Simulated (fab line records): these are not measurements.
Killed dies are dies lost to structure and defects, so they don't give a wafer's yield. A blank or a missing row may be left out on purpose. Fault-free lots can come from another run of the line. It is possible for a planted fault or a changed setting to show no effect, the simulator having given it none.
Which tool did it? | flow berkeleyCmos170 | 14 lots, 42 wafers sampled, at 5 steps of a route of 331

WHAT EACH GAUGE READ, for each wafer
UCB170_FIELD_THK_MEAS_02.
lot  | measured    | on           | FIELD_OXIDE_THK (nm)
L812 | day 4 16:49 | filmMetro-01 | 550 562 555
L815 | day 5 13:08 | filmMetro-01 | 547 566 550
L814 | day 5 13:10 | filmMetro-02 | 554 558 553
L813 | day 5 13:08 | filmMetro-04 | 560 552 549
L817 | day 6 00:35 | filmMetro-02 | 555 563 562
L816 | day 6 00:34 | filmMetro-04 | 565 558 562
L819 | day 6 12:45 | filmMetro-04 | 568 568 565
L820 | day 6 12:47 | filmMetro-02 | 575 565 570
L821 | day 6 12:45 | filmMetro-01 | 559 566 556
L825 | day 7 21:47 | filmMetro-01 | 561 560 564
L828 | day 8 08:43 | filmMetro-01 | 570 568 570
L826 | day 8 08:44 | filmMetro-04 | 562 561 572
L832 | day 9 05:17 | filmMetro-04 | 567 565 574
L834 | day 9 17:02 | filmMetro-01 | 564 566 566

UCB170_NVT_TW_MEAS_09.
lot  | measured     | on           | NVT_TW
L812 | day 5 21:13  | filmMetro-01 | 514 513 515
L815 | day 6 14:44  | filmMetro-01 | 519 518 519
L814 | day 6 15:10  | filmMetro-02 | 530 527 528
L813 | day 6 15:01  | filmMetro-02 | 528 526 528
L817 | day 6 23:27  | filmMetro-01 | 517 514 516
L816 | day 6 23:43  | filmMetro-01 | 518 517 518
L819 | day 7 17:48  | filmMetro-02 | 530 528 526
L820 | day 7 17:41  | filmMetro-03 | 523 520 523
L821 | day 7 17:27  | filmMetro-03 | 522 525 523
L825 | day 9 04:07  | filmMetro-01 | 540 541 541
L828 | day 9 16:26  | filmMetro-02 | 557 557 559
L826 | day 9 16:32  | filmMetro-01 | 515 517 515
L832 | day 10 05:30 | filmMetro-03 | 524 525 523
L834 | day 10 18:06 | filmMetro-02 | 528 530 527

UCB170_PVT_OVL_MEAS_06.
lot  | measured     | on         | PVT_OVL (nm)
L812 | day 5 23:21  | overlay-01 | 3 -3 6
L815 | day 6 17:56  | overlay-02 | -4 -5 -13
L814 | day 6 18:14  | overlay-01 | -5 4 6
L813 | day 6 18:02  | overlay-02 | 15 -1 5
L817 | day 7 02:23  | overlay-01 | 11 18 18
L816 | day 7 02:06  | overlay-01 | 10 1 6
L819 | day 7 21:18  | overlay-02 | 16 -3 -4
L820 | day 7 21:02  | overlay-02 | -2 3 -14
L821 | day 7 18:32  | overlay-02 | -9 -6 11
L825 | day 9 07:27  | overlay-01 | 21 10 -2
L828 | day 9 18:20  | overlay-02 | 13 0 -3
L826 | day 9 18:23  | overlay-02 | 19 1 13
L832 | day 10 06:55 | overlay-01 | -4 -3 3
L834 | day 10 23:11 | overlay-01 | -11 10 8

WHAT TOOL EACH LOT RAN ON (gives the tool, then ch and the chambers of the sampled wafers, and finally the start)
lot  | UCB170_ACTIVE_STRIP_16             | UCB170_NVT_IMPLANT_07
L812 | plasmaAsher-01 ch 0,1, day 4 04:59 | implanter-04 ch 0, day 5 20:58
L815 | plasmaAsher-02 ch 1, day 5 03:17   | implanter-04 ch 0, day 6 14:29
L814 | plasmaAsher-02 ch 0,1, day 5 03:35 | implanter-03 ch 0, day 6 14:58
L813 | plasmaAsher-03 ch 0,1, day 5 03:43 | implanter-02 ch 0, day 6 14:46
L817 | plasmaAsher-01 ch 0,1, day 5 15:13 | implanter-03 ch 0, day 6 23:13
L816 | plasmaAsher-01 ch 0,1, day 5 15:42 | implanter-03 ch 0, day 6 23:28
L819 | plasmaAsher-02 ch 0,1, day 6 03:04 | implanter-04 ch 0, day 7 17:33
L820 | plasmaAsher-01 ch 0,1, day 6 03:23 | implanter-03 ch 0, day 7 17:28
L821 | plasmaAsher-02 ch 0,1, day 6 03:37 | implanter-02 ch 0, day 7 17:12
L825 | plasmaAsher-03 ch 0,1, day 7 12:43 | implanter-04 ch 0, day 9 03:54
L828 | plasmaAsher-02 ch 0,1, day 7 22:58 | implanter-04 ch 0, day 9 16:10
L826 | plasmaAsher-02 ch 0,1, day 7 23:11 | implanter-03 ch 0, day 9 16:19
L832 | plasmaAsher-01 ch 0,1, day 8 18:56 | implanter-02 ch 0, day 10 05:15
L834 | plasmaAsher-01 ch 0,1, day 9 03:26 | implanter-02 ch 0, day 10 17:51
- UCB170_ACTIVE_STRIP_16: strips in O2.
- UCB170_NVT_IMPLANT_07

AS READ BY THE TOOLS THEMSELVES (means over the sampled wafers that have a number; for cases with no such wafer, the mark the record gives instead)
UCB170_ACTIVE_STRIP_16.
lot  | tool           | chamberPressureMTorr (mTorr) | drypumpMotorCurrentA (A) | o2FlowSccm (sccm) | oesProductAu (a.u.) | stripTimeToEndpointS (s)
L812 | plasmaAsher-01 | 3502                         | 5.7                      | 398.8             | 0.722               | 18.01
L815 | plasmaAsher-02 | 3500                         | 6.2                      | 398.9             | 0.720               | 18.18
L814 | plasmaAsher-02 | 3499                         | 6.3                      | 400.5             | 0.717               | 18.22
L813 | plasmaAsher-03 | 3498                         | 5.6                      | 399.6             | 0.719               | 18.17
L817 | plasmaAsher-01 | 3500                         | 5.7                      | 400.6             | 0.729               | 18.01
L816 | plasmaAsher-01 | 3498                         | 5.7                      | 400.1             | 0.718               | 18.03
L819 | plasmaAsher-02 | 3501                         | 6.2                      | 400.1             | 0.723               | 18.24
L820 | plasmaAsher-01 | 3501                         | 6.0                      | 400.8             | 0.723               | 18.14
L821 | plasmaAsher-02 | 3503                         | 6.2                      | 399.2             | 0.721               | 18.11
L825 | plasmaAsher-03 | 3500                         | 5.7                      | 400.7             | 0.725               | 18.00
L828 | plasmaAsher-02 | 3501                         | 6.2                      | 398.6             | 0.716               | 18.27
L826 | plasmaAsher-02 | 3501                         | 6.3                      | 401.4             | 0.721               | 18.17
L832 | plasmaAsher-01 | 3501                         | 5.7                      | 400.2             | 0.719               | 18.15
L834 | plasmaAsher-01 | 3501                         | 5.7                      | 400.2             | 0.721               | 18.21

UCB170_NVT_IMPLANT_07.
lot  | tool         | beamEnergyKeV | doseIonsCm2 | tiltDeg (degrees)
L812 | implanter-04 | 49.967        | 3e+12       | 7.017
L815 | implanter-04 | 50.020        | 3e+12       | 6.993
L814 | implanter-03 | 50.027        | 3e+12       | 6.996
L813 | implanter-02 | 50.004        | 3e+12       | 7.018
L817 | implanter-03 | 49.992        | 3e+12       | 6.982
L816 | implanter-03 | 49.964        | 3e+12       | 6.988
L819 | implanter-04 | 50.009        | 3e+12       | 7.012
L820 | implanter-03 | 49.998        | 3e+12       | 7.010
L821 | implanter-02 | 49.979        | 3e+12       | 6.997
L825 | implanter-04 | 60.999        | 3e+12       | 7.014
L828 | implanter-04 | 61.022        | 3e+12       | 7.006
L826 | implanter-03 | 49.981        | 3e+12       | 7.013
L832 | implanter-02 | 50.000        | 3e+12       | 7.021
L834 | implanter-02 | 50.026        | 3e+12       | 7.003

THE ANSWER, worked out from the rows above alone
Rule: what is usual is taken from the lots themselves. Put in order of their means at a reading, lots are off if they are a third of the lots or fewer, leave a main group of 4 or more, and stand apart from it by a gap of 3 or more times the standard deviation of the main group's means; of several such gaps the widest counts. A main group is skipped when, at the precision printed for the reading in the tables above, its means are all equal. A lot without any number at a reading at which 4 lots or more have one is off too. Any other lot the step has rows for is counted as sound. Order of review: gauges by route order, followed by the tools' own readings, for which a lot's mean as printed above is used. At the first step where some lot is off, the reading lying furthest off is the one used; lots without a number count as furthest.
Off at UCB170_NVT_IMPLANT_07 (beamEnergyKeV): L825, L828. Mean 49.997 and standard deviation 0.021 in the main group.
A tool fits if, at that step or a process step before it, it ran every lot that is off, and no sound lot after the first of them. One fits: UCB170_NVT_IMPLANT_07 on implanter-04. A fault onset in the window from L819 (day 7 17:33, its last sound lot) to L825 (day 9 03:54, its first lot off) fits.
On the lots that are off, the tool's own readings at UCB170_NVT_IMPLANT_07 differ by more than 5 times the standard deviation of the sound lots' means, which bears it out; beamEnergyKeV reads 61.011 there versus 49.997 on the sound lots.

WHAT HAD BEEN PUT IN BY THE SIMULATOR
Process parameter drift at UCB170_NVT_IMPLANT_07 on implanter-04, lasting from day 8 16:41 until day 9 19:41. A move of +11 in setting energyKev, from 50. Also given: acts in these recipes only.
Struck lots among those shown: L825, L828. The rule given above showed the same thing.
